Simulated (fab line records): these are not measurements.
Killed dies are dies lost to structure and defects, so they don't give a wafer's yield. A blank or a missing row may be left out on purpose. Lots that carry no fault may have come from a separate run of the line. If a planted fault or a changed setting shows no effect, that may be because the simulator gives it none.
fab line records + flow ritCmos
record:
- lots: 7
- wafers: 21
- lastDay: 7
route steps=202 shown ACTIVE@19 FOX1@20 FOX2@23 NWELL@28 M1@202
lots that met no fault: taken from a fault-free run of the same line
startH: start of the lot's first displayed wafer, in hours after the record's first day + waitH: hours from the lot's prior step to this one + " same as the row above + L1.1+2: several wafers, shown together as one row + - value missing, or start not given + * or withheld: withheld + < > ~ a bound
route shown NAME@n: NAME is a module with steps in the file, n the number in the route of the first one + usual: the fault-free wafers' mean and standard deviation + same: alike in all rows + chamber/n: place in a boat + sites: each site's reading + _std_site: standard deviation across them + _edge_site: the outer-site mean with the inner-site mean subtracted + radiusMm: how far each site lies from the wafer's centre + mask NAME#n: copy n + behind: the last tool/chamber to shape the wafer + hold: reason for holding the lot/hours on hold/outcome of the hold + device: whichever transistor did not switch (one of n, p or np) + end of line: the tests these same wafers got at the end of their route + for a step that has no rows: nothing shown but its recipe + killed: not the wafer's yield, but the dies lost to structure and defects at the first sort + map: per-die view of a wafer (x killed, . not killed, _ where there is no die)
set.NAME: the setting as run; set.NAME@STEP: as run at that earlier step + model.NAME: the simulator's own value behind a step, which no gauge read
lots at some steps of the route; a table a step, a row a wafer
services: a tool's chamber out of use, with start hour (startH, from the record's first day; less than 0 if before it), hours out, and reason
== steps ==
step: RIT_ACTIVE_CLEAN_17
recipe:
- chemistry: SC2
- mix: 3:3:50
- timeS: 600
- tempC: 75
- dry: n2Spin
step: RIT_FOX1_OXIDATION_00
recipe:
- tempC: 1100
- ambient: H2O
- targetThkA: 3507
- pH2oTorr: 720
- oxTimeS: 1130
step: RIT_FOX1_THK_MEAS_01
recipe:
- reads: SiO2_of_FOX1_OXIDATION_00
usual:
- FOX1_OXIDE_THK: 352/5.8
| lot.wafer | tool         | chamber | startH | waitH | FOX1_OXIDE_THK[nm] |
|-----------|--------------|---------|--------|-------|--------------------|
| L465.1    | filmMetro-01 | -       | 26.82  | 0.0   | 349                |
| L465.2    | "            | -       | "      | "     | 361                |
| L465.4    | "            | -       | "      | "     | 358                |
| L466.3    | filmMetro-04 | -       | 31.96  | 0.0   | 353                |
| L466.4    | "            | -       | "      | "     | 357                |
| L466.6    | "            | -       | "      | "     | 354                |
| L477.1    | filmMetro-02 | -       | 86.94  | 0.0   | 348                |
| L477.2    | "            | -       | "      | "     | 354                |
| L477.6    | "            | -       | "      | "     | 348                |
| L478.1    | filmMetro-04 | -       | 92.26  | 0.0   | 364                |
| L478.2    | "            | -       | "      | "     | 365                |
| L478.4    | "            | -       | "      | "     | 365                |
| L479.1    | filmMetro-02 | -       | 98.63  | 0.0   | 358                |
| L479.4    | "            | -       | "      | "     | 358                |
| L479.5    | "            | -       | "      | "     | 358                |
| L481.2    | filmMetro-01 | -       | 106.95 | 0.0   | 348                |
| L481.3    | "            | -       | "      | "     | 355                |
| L481.6    | "            | -       | "      | "     | 344                |
| L486.1    | filmMetro-02 | -       | 133.37 | 0.0   | 353                |
| L486.3    | "            | -       | "      | "     | 350                |
| L486.5    | "            | -       | "      | "     | 351                |
step: RIT_FOX1_WET_ETCH_02
recipe:
- chemistry: BOE
- targetDepthNm: 350
- timeS: 390
- tempC: 21.5
- dry: n2Spin
- dilution: 10:1
- target: SiO2
step: RIT_FOX2_OXIDATION_00
recipe:
- tempC: 1100
- ambient: H2O
- targetThkA: 3507
- pH2oTorr: 720
- oxTimeS: 1130
step: RIT_FOX2_THK_MEAS_01
recipe:
- reads: SiO2_of_FOX2_OXIDATION_00
usual:
- FOX2_OXIDE_THK: 352/6.6
| lot.wafer | tool         | chamber | startH | waitH | FOX2_OXIDE_THK[nm] |
|-----------|--------------|---------|--------|-------|--------------------|
| L465.1    | filmMetro-04 | -       | 28.37  | 0.0   | 352                |
| L465.2    | "            | -       | "      | "     | 360                |
| L465.4    | "            | -       | "      | "     | 359                |
| L466.3    | filmMetro-04 | -       | 33.45  | 0.0   | 359                |
| L466.4    | "            | -       | "      | "     | 360                |
| L466.6    | "            | -       | "      | "     | 361                |
| L477.1    | filmMetro-02 | -       | 89.87  | 0.0   | 350                |
| L477.2    | "            | -       | "      | "     | 354                |
| L477.6    | "            | -       | "      | "     | 359                |
| L478.1    | filmMetro-02 | -       | 95.32  | 0.0   | 356                |
| L478.2    | "            | -       | "      | "     | 352                |
| L478.4    | "            | -       | "      | "     | 356                |
| L479.1    | filmMetro-04 | -       | 100.32 | 0.0   | 350                |
| L479.4    | "            | -       | "      | "     | 349                |
| L479.5    | "            | -       | "      | "     | 356                |
| L481.2    | filmMetro-02 | -       | 108.44 | 0.0   | 346                |
| L481.3    | "            | -       | "      | "     | 342                |
| L481.6    | "            | -       | "      | "     | 344                |
| L486.1    | filmMetro-03 | -       | 134.86 | 0.0   | 338                |
| L486.3    | "            | -       | "      | "     | 343                |
| L486.5    | "            | -       | "      | "     | 341                |
step: RIT_FOX2_CLEAN_02
recipe:
- chemistry: dHF
- dilution: 50:1
- timeS: 180
step: RIT_FOX2_WET_ETCH_03
recipe:
- chemistry: H3PO4
- target: Si3N4
- targetDepthNm: 195
- tempC: 165
- timeS: 2700
step: RIT_FOX2_THK_MEAS_90
recipe:
- reads: SiO2_of_FOX2_OXIDATION_00
usual:
- FIELD_OXIDE_LEFT_1_THK: 325/6.7
| lot.wafer | tool         | chamber | startH | waitH | FIELD_OXIDE_LEFT_1_THK[nm] |
|-----------|--------------|---------|--------|-------|----------------------------|
| L465.1    | filmMetro-03 | -       | 29.24  | 0.0   | 325                        |
| L465.2    | "            | -       | "      | "     | 332                        |
| L465.4    | "            | -       | "      | "     | 331                        |
| L466.3    | filmMetro-04 | -       | 34.33  | 0.0   | 331                        |
| L466.4    | "            | -       | "      | "     | 332                        |
| L466.6    | "            | -       | "      | "     | 333                        |
| L477.1    | filmMetro-02 | -       | 90.74  | 0.0   | 322                        |
| L477.2    | "            | -       | "      | "     | 326                        |
| L477.6    | "            | -       | "      | "     | 331                        |
| L478.1    | filmMetro-03 | -       | 96.20  | 0.0   | 329                        |
| L478.2    | "            | -       | "      | "     | 325                        |
| L478.4    | "            | -       | "      | "     | 329                        |
| L479.1    | filmMetro-02 | -       | 101.20 | 0.0   | 323                        |
| L479.4    | "            | -       | "      | "     | 321                        |
| L479.5    | "            | -       | "      | "     | 328                        |
| L481.2    | filmMetro-03 | -       | 109.40 | 0.0   | 318                        |
| L481.3    | "            | -       | "      | "     | 315                        |
| L481.6    | "            | -       | "      | "     | 317                        |
| L486.1    | filmMetro-02 | -       | 135.73 | 0.0   | 310                        |
| L486.3    | "            | -       | "      | "     | 315                        |
| L486.5    | "            | -       | "      | "     | 314                        |
step: RIT_NWELL_HMDS_00
recipe:
- primeTimeS: 60
- primeTempC: 140
step: RIT_NWELL_COAT_01
recipe:
- resist: NOVOLAK
- spinRpm: 2000
- resistThkNm: 1300
step: RIT_NWELL_SOFTBAKE_02
recipe:
- resist: NOVOLAK
- tempC: 90
- timeS: 60
step: RIT_NWELL_EXPOSE_03
recipe:
- maskId: M2
- na: 0.57
- targetCdNm: 43900
- doseMj: 250
usual:
- exposureDoseMJCm2: 249.98/0.25
| lot.wafer | tool            | chamber | startH | waitH | mask | exposureDoseMJCm2 | model.NWELL.overlayXNm |
|-----------|-----------------|---------|--------|-------|------|-------------------|------------------------|
| L465.1    | ilineStepper-01 | 0       | 29.88  | 0.2   | M2#0 | 250.27            | -0.3409                |
| L465.2    | "               | 0       | "      | "     | M2#0 | 250.07            | -0.3409                |
| L465.4    | "               | 0       | "      | "     | M2#0 | 250.59            | -0.3409                |
| L466.3    | ilineStepper-02 | 0       | 34.98  | 0.2   | M2#0 | 250.13            | 0.5732                 |
| L466.4    | "               | 0       | "      | "     | M2#0 | 250.03            | 0.5732                 |
| L466.6    | "               | 0       | "      | "     | M2#0 | 249.97            | 0.5732                 |
| L477.1    | ilineStepper-02 | 0       | 91.49  | 0.4   | M2#0 | 250.03            | 0.5336                 |
| L477.2    | "               | 0       | "      | "     | M2#0 | 250.09            | 0.5336                 |
| L477.6    | "               | 0       | "      | "     | M2#0 | 250.05            | 0.5336                 |
| L478.1    | ilineStepper-01 | 0       | 96.84  | 0.2   | M2#0 | 249.78            | 1.951                  |
| L478.2    | "               | 0       | "      | "     | M2#0 | 249.88            | 1.951                  |
| L478.4    | "               | 0       | "      | "     | M2#0 | 249.50            | 1.951                  |
| L479.1    | ilineStepper-01 | 0       | 101.71 | 0.1   | M2#0 | 250.48            | 0.9991                 |
| L479.4    | "               | 0       | "      | "     | M2#0 | 250.61            | 0.9991                 |
| L479.5    | "               | 0       | "      | "     | M2#0 | 250.00            | 0.9991                 |
| L481.2    | ilineStepper-01 | 0       | 110.04 | 0.2   | M2#0 | 249.88            | 1.586                  |
| L481.3    | "               | 0       | "      | "     | M2#0 | 249.75            | 1.586                  |
| L481.6    | "               | 0       | "      | "     | M2#0 | 249.97            | 1.586                  |
| L486.1    | ilineStepper-02 | 0       | 136.37 | 0.2   | M2#0 | 250.46            | -1.002                 |
| L486.3    | "               | 0       | "      | "     | M2#0 | 250.01            | -1.002                 |
| L486.5    | "               | 0       | "      | "     | M2#0 | 249.87            | -1.002                 |
step: RIT_NWELL_PEB_04
recipe:
- resist: NOVOLAK
- tempC: withheld
- timeS: withheld
step: RIT_M1_PROBE_99
usual:
- killedAtContacts: 0.1/0.36
- killedAtFrontEnd: 7.2/2.9
- killedDies: 7.4/2.9
- killedOpen: 3.8/2
- killedShort: 3.5/2
same:
- grossDies: 264
- killed_at_M0_to_M3: 0
- killed_at_M4_up: 0
- killedAtBackSide: 0
- killedAtOther: 0
| lot.wafer | tool      | chamber | startH | waitH | killedAtContacts | killedAtFrontEnd | killedDies | killedOpen | killedShort |
|-----------|-----------|---------|--------|-------|------------------|------------------|------------|------------|-------------|
| L466.3    | prober-01 | -       | 72.00  | 0.2   | 0                | 4                | 4          | 4          | 0           |
| L466.4    | prober-01 | -       | 72.05  | 0.2   | 0                | 6                | 6          | 3          | 3           |
| L466.6    | prober-01 | -       | 72.15  | 0.2   | 0                | 8                | 8          | 5          | 3           |
| L481.2    | prober-01 | -       | 147.16 | 0.1   | 0                | 4                | 4          | 3          | 1           |
| L481.3    | prober-01 | -       | 147.21 | 0.2   | 0                | 9                | 9          | 5          | 3           |
| L481.6    | prober-01 | -       | 147.36 | 0.2   | 1                | 11               | 12         | 5          | 7           |
killed by level:class
L466.3 REOX:geometricParticle:open=2 SPACER:geometricParticle:open=2
L466.4 FOX1:geometricParticle:short=1 FOX1:geometricParticle:open=1 REOX:geometricParticle:short=1 REOX:geometricParticle:open=1 SPACER:geometricParticle:short=1 SILICIDE:geometricParticle:open=1
L466.6 FOX1:geometricParticle:short=1 FOX1:geometricParticle:open=1 FOX2:geometricParticle:open=1 FOX2:geometricParticle:short=1 GATE:geometricParticle:open=1 SPACER:geometricParticle:open=1 SPACER:geometricParticle:short=1 SILICIDE:geometricParticle:open=1
L481.2 GATE:geometricParticle:open=3 SILICIDE:geometricParticle:short=1
L481.3 GATE:geometricParticle:open=3 GATE:geometricParticle:short=2 FOX1:geometricParticle:open=1 FOX2:geometricParticle:short=1 FOX2:geometricParticle:open=1 NLDD:coatMicrobubblePrinted=1
L481.6 FOX2:geometricParticle:short=2 GATE:geometricParticle:short=2 REOX:geometricParticle:open=2 REOX:geometricParticle:short=2 FOX2:geometricParticle:open=1 GATE:geometricParticle:open=1 SPACER:geometricParticle:open=1 CONTACT:geometricParticle:short=1
== services ==
| tool            | chamber | startH | hours | kind |
|-----------------|---------|--------|-------|------|
| ilineStepper-02 | -       | 38.81  | 1.7   | pm   |
| ilineStepper-01 | -       | 70.38  | 1.7   | pm   |
== key ==
firstSign none at tools or gauges
modelEffect:
- step: RIT_NWELL_EXPOSE_03
- value: NWELL.overlayXNm
- without: 0.467
- struck: 1.512
metAt RIT_NWELL_EXPOSE_03
struckWafers L478.1,L478.2,L478.4,L479.1,L479.4,L479.5,L481.2,L481.3,L481.6
testerLeftOut L478,L479,L481
onsetBetween 29.88 96.84
fault:
- kind: scannerMatchingOverlay
- tool: ilineStepper-01
- chamber: -
- onsetH: 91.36
- steps: RIT_NWELL_EXPOSE_03
- offset: 1.0451
testerLeftOut: of these lots the tester's yield and bins aren't shown, on N5 and GAA mostly nor the transistor test; their killed dies are dies lost to structure and defects alone, not to doping, threshold or leakage, so they don't give the yield
